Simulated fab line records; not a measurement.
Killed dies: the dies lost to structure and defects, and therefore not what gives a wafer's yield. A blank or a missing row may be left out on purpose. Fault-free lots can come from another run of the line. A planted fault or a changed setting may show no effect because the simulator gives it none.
Matching of chambers :: flow berkeley_cmos170 :: 3 sister chambers for UCB170_V1_CVD_00 on pecvd-04
The step deposits SiO2 from TEOS/O2, target thk 2000 nm, time 250 s. 6 wafers are shown with their chamber, then 7 later ones without.

## EACH WAFER AND ITS CHAMBER
wafer: L447.6
chamber: 2
heater_power_w (W): 178

wafer: L449.2
chamber: 2
heater_power_w (W): 231

wafer: L451.3
chamber: 0
heater_power_w (W): 293

wafer: L451.4
chamber: 1
heater_power_w (W): 249

wafer: L456.1
chamber: 0
heater_power_w (W): 268

wafer: L456.2
chamber: 1
heater_power_w (W): 351

## WAFERS WITH NO CHAMBER GIVEN
wafer: L456.3
heater_power_w (W): 208

wafer: L460.1
heater_power_w (W): 303

wafer: L460.2
heater_power_w (W): 295

wafer: L460.3
heater_power_w (W): 188

wafer: L461.1
heater_power_w (W): 199

wafer: L461.4
heater_power_w (W): 206

wafer: L461.5
heater_power_w (W): 254

## WHICH CHAMBER EACH WENT THROUGH
wafer: L456.3
from the rows above: can't be placed: 2 or 0 or 1
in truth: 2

wafer: L460.1
from the rows above: can't be placed: 1 or 0 or 2
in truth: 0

wafer: L460.2
from the rows above: can't be placed: 1 or 0 or 2
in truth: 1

wafer: L460.3
from the rows above: can't be placed: 2 or 0 or 1
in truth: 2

wafer: L461.1
from the rows above: can't be placed: 2 or 0 or 1
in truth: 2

wafer: L461.4
from the rows above: can't be placed: 2 or 0 or 1
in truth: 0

wafer: L461.5
from the rows above: can't be placed: 0 or 1 or 2
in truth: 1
Placed correctly: 0 of 7. Unplaceable from these rows: 7, with the true chamber sitting among the candidates in 7. Placed wrongly: 0.
How it was worked out, from the rows above alone: a wafer's distance from a chamber is the root of the sum, over the readings, of the square of ((its reading less the chamber's mean) divided by the reading's scatter). If the next closest chamber is less than 2 further off than the closest, the wafer can't be placed; otherwise it belongs to the closest. A chamber's mean is the mean of its shown wafers. The scatter: take each reading less its chamber's mean, square it, sum over the shown wafers, divide by the number of wafers less the number of chambers, and take the root.
